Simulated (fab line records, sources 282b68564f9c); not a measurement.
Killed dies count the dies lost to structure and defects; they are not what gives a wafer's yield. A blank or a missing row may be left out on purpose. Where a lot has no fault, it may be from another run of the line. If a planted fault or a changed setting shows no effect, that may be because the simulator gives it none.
The tool behind it: which one?	flow rit cmos	7 lots, 21 wafers sampled, at 2 steps of a route of 202

WHAT EACH GAUGE READ, for each wafer
RIT_NRETRO_TW_MEAS_10.
lot	measured	on	NRETRO_TW
L790	day 2 11:29	film metro-03	1037 1046 1049
L792	day 3 00:29	film metro-03	1042 1041 1043
L796	day 3 22:45	film metro-04	1177 1175 1178 1171 1170 1178
L802	day 4 23:54	film metro-04	1060 1059 1056
L806	day 5 21:24	film metro-04	1051 1047 1050
L810	day 6 15:20	film metro-03	1046 1049 1055
L812	day 7 04:50	film metro-04	1061 1059 1070

EACH LOT AND THE TOOL THAT RAN IT (in order: tool; ch and the chambers of the sampled wafers; start)
lot	RIT_NRETRO_IMPLANT_08
L790	implanter-03 ch 0, day 2 11:09
L792	implanter-04 ch 0, day 3 00:10
L796	implanter-04 ch 0, day 3 22:26
L802	implanter-03 ch 0, day 4 23:35
L806	implanter-02 ch 0, day 5 21:05
L810	implanter-03 ch 0, day 6 15:01
L812	implanter-02 ch 0, day 7 04:32
- RIT_NRETRO_IMPLANT_08

THE ANSWER, worked out from the rows above alone
Rule: what is usual is taken from the lots themselves. The widest of any qualifying gaps counts: lots, ordered by their means at a reading, are off when they make up no more than a third of the lots, leave a main group of 4 or more, and stand apart from it by 3 or more times the standard deviation of that group's means. Not used: any main group whose means are identical at the precision the tables above print for the reading. A lot without any number at a reading at which 4 lots or more have one is off too. Where the step has rows for the other lots, those lots are counted as sound.
Off: L796, at RIT_NRETRO_TW_MEAS_10 (NRETRO_TW). Mean 1051 and standard deviation 7.5 in the main group.
If a tool, at a process step before that reading, ran all the lots that are off and no sound lot after the first of them, it fits. The gauges at RIT_NRETRO_TW_MEAS_10 are tried like those tools. One fits: RIT_NRETRO_IMPLANT_08 on implanter-04. Its last sound lot is L792 (day 3 00:10), its first lot that is off L796 (day 3 22:26): a fault that began between those two fits.

WHAT WAS PUT IN BY THE SIMULATOR
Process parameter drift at RIT_NRETRO_IMPLANT_08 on implanter-04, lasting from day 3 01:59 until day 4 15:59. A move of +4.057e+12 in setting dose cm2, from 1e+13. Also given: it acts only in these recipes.
Struck lots among those shown: L796. This agrees with what the rule above found.
